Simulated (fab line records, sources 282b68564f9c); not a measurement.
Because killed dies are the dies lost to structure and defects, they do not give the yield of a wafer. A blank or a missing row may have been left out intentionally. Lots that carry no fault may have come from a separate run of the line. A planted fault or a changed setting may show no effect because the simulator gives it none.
Split-lot experiment -- flow rit-cmos -- route with 202 steps; 5 lots, 23 wafers read

== THE SPLIT ==
At RIT_NRETRO_COAT_01 (resist thk 1300 nm), the setting resist-thk-nm was moved away from the recipe's 1300 nm on 8 of the 23 wafers read, by -5.5% to +4.8%. All remaining wafers had this setting at the recipe value.

== FROM THE SPLIT TO THE READING: what the file shows between them, 3 steps ==
- RIT_NRETRO_SOFTBAKE_02: time 60 s
- RIT_NRETRO_EXPOSE_03: exposes mask M4, target cd 43900 nm
- RIT_NRETRO_DEVELOP_05: develop time 68 s

== THE READING ==
NOVOLAK_of_NRETRO_COAT_01.thk-nm (the simulator's own value, which no gauge read), in nm, at RIT_NRETRO_HARDBAKE_07 (time 120 s). The file gives no usual value for it. Average 1135 nm, standard deviation 2.6 nm, over the 15 wafers here run with the recipe.

wafer,"tool, chamber at the split","resist-thk-nm as run, nm",against the recipe,"NOVOLAK_of_NRETRO_COAT_01.thk-nm, nm",against lot-mates on the recipe
L076.1,"litho-track-02, 0",1300,recipe,1133,-
L076.3,"litho-track-02, 0",1300,recipe,1132,-
L076.4,"litho-track-02, 0",1300,recipe,1130,-
L077.2,"litho-track-04, 0",1349,+3.8%,1177,+43
L077.3,"litho-track-04, 0",1300,recipe,1132,-
L077.4,"litho-track-04, 0",1300,recipe,1133,-
L077.5,"litho-track-04, 0",1300,recipe,1136,-
L077.6,"litho-track-04, 0",1349,+3.8%,1176,+42
L078.2,"litho-track-02, 0",1300,recipe,1137,-
L078.3,"litho-track-02, 0",1300,recipe,1137,-
L078.4,"litho-track-02, 0",1300,recipe,1136,-
L078.5,"litho-track-02, 0",1300,recipe,1134,-
L078.6,"litho-track-02, 0",1300,recipe,1135,-
L079.1,"litho-track-04, 0",1229,-5.5%,1074,-64
L079.6,"litho-track-04, 0",1229,-5.5%,1074,-64
L079.3,"litho-track-04, 0",1300,recipe,1136,-
L079.4,"litho-track-04, 0",1300,recipe,1141,-
L079.5,"litho-track-04, 0",1229,-5.5%,1076,-62
L082.1,"litho-track-02, 0",1363,+4.8%,1190,+56
L082.4,"litho-track-02, 0",1363,+4.8%,1190,+56
L082.3,"litho-track-02, 0",1363,+4.8%,1189,+54
L082.5,"litho-track-02, 0",1300,recipe,1136,-
L082.6,"litho-track-02, 0",1300,recipe,1133,-

FIT RESULTS
A straight line over all 23 wafers: NOVOLAK_of_NRETRO_COAT_01.thk-nm changes by +11.1 nm for each +1% of resist-thk-nm; r = +1.00; the points scatter about the line by 2.3 nm.
The same after taking each lot's own level away (the mean of its wafers on the recipe; 23 wafers): +11.5 nm for each +1%; r = +1.00; scatter 1.4 nm.
On that fit, the largest move of resist-thk-nm shifts the reading by 63 nm.
The span of the lots' own levels, 1131.7 to 1138.5 nm, comes to 2.6 times the standard deviation stated above.
Hence the lot-to-lot level has little effect on the slope; both slopes agree.
Check: -62.9 nm against its lot-mates is what the line predicts for one of the wafers moved furthest among these (-5.5%) when that wafer is left out of the fit. It came out at -64.5 nm against them.

== OTHER SPLITS APPLIED TO THESE WAFERS ==
Other splits were also applied to these wafers ahead of the reading. Each is held against what the fit with the lots' levels taken away leaves over:
other split on the same wafers,wafers away from the commonest value,r with NOVOLAK_of_NRETRO_COAT_01.thk-nm (lot level and that fit taken away)
RIT_ACTIVE_OXIDATION_01 temp-c,15,-0.02
RIT_ACTIVE_COAT_06 spin-rpm,2,-0.12
RIT_FOX1_OXIDATION_00 ox-time-s,15,+0.01
RIT_NWELL_IMPLANT_08 dose-cm2,8,+0.06
RIT_PWELL_SOFTBAKE_02 temp-c,7,+0.03
RIT_PWELL_STRIP_09 o2-flow-sccm,6,-0.03

== THE WHOLE CHAIN: every reading that the file lists as answering this split, in the file's order ==
step,what it does,reading,change (the file's fit),r (the file's)
RIT_NRETRO_COAT_01,resist thk 1300 nm,"NOVOLAK_of_NRETRO_COAT_01.thk-nm (the simulator's own value, which no gauge read)",+13.3 nm for each +1% of the setting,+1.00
RIT_NRETRO_HARDBAKE_07,time 120 s,"NOVOLAK_of_NRETRO_COAT_01.thk-nm (the simulator's own value, which no gauge read)",+11.5 nm for each +1% of the setting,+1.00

== THE FILE'S OWN FIT ==
NOVOLAK_of_NRETRO_COAT_01.thk-nm changes by +11.5 nm for each +1% of resist-thk-nm, r = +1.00.
